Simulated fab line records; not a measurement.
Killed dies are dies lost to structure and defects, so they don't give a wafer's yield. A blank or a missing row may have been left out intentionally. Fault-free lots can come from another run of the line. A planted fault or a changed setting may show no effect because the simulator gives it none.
What tool caused it? | flow rit cmos | 7 lots, 21 wafers sampled, at 2 steps of a route of 202

== WHAT EACH GAUGE READ, for each wafer ==
RIT_M1_CD_MEAS_09: the cd target is 2600 nm.
lot  | measured    | on        | cd nm (nm)
L588 | day 3 13:06 | cd sem-01 | 2600.0 2598.6 2598.9
L590 | day 3 22:54 | cd sem-01 | 2600.7 2600.0 2601.6
L593 | day 4 14:28 | cd sem-01 | 2598.0 2597.2 2597.6
L595 | day 5 00:34 | cd sem-01 | 2604.9 2607.2 2604.7
L599 | day 5 22:56 | cd sem-01 | 2602.3 2601.7 2599.5
L605 | day 7 05:55 | cd sem-01 | 2609.2 2608.0 2608.7
L609 | day 7 21:29 | cd sem-02 | 2603.4 2602.7 2604.3

== WHICH TOOL RAN EACH LOT (tool, then ch and the chambers of the sampled wafers, then the start) ==
lot  | RIT_M1_COAT_04
L588 | litho track-04 ch 0, day 3 12:14
L590 | litho track-02 ch 0, day 3 22:02
L593 | litho track-03 ch 0, day 4 13:44
L595 | litho track-04 ch 0, day 4 23:43
L599 | litho track-04 ch 0, day 5 22:08
L605 | litho track-03 ch 0, day 7 05:04
L609 | litho track-02 ch 0, day 7 20:40
- RIT_M1_COAT_04: resist thk 1300 nm.

== THE ANSWER, worked out from the rows above alone ==
Rule: usual is defined by the lots themselves. The widest of any qualifying gaps counts: lots, ordered by their means at a reading, are off when they make up no more than a third of the lots, leave a main group of 4 or more, and stand apart from it by 3 or more times the standard deviation of that group's means. The tables above print the reading to a certain number of digits; a main group whose means all agree to those digits is not used. A lot without any number at a reading at which 4 lots or more have one is off too. Any other lot the step has rows for is counted as sound.
No lot is off on any of the readings shown, so nothing can be concluded from this.

== WHAT THE SIMULATOR HAD PUT IN ==
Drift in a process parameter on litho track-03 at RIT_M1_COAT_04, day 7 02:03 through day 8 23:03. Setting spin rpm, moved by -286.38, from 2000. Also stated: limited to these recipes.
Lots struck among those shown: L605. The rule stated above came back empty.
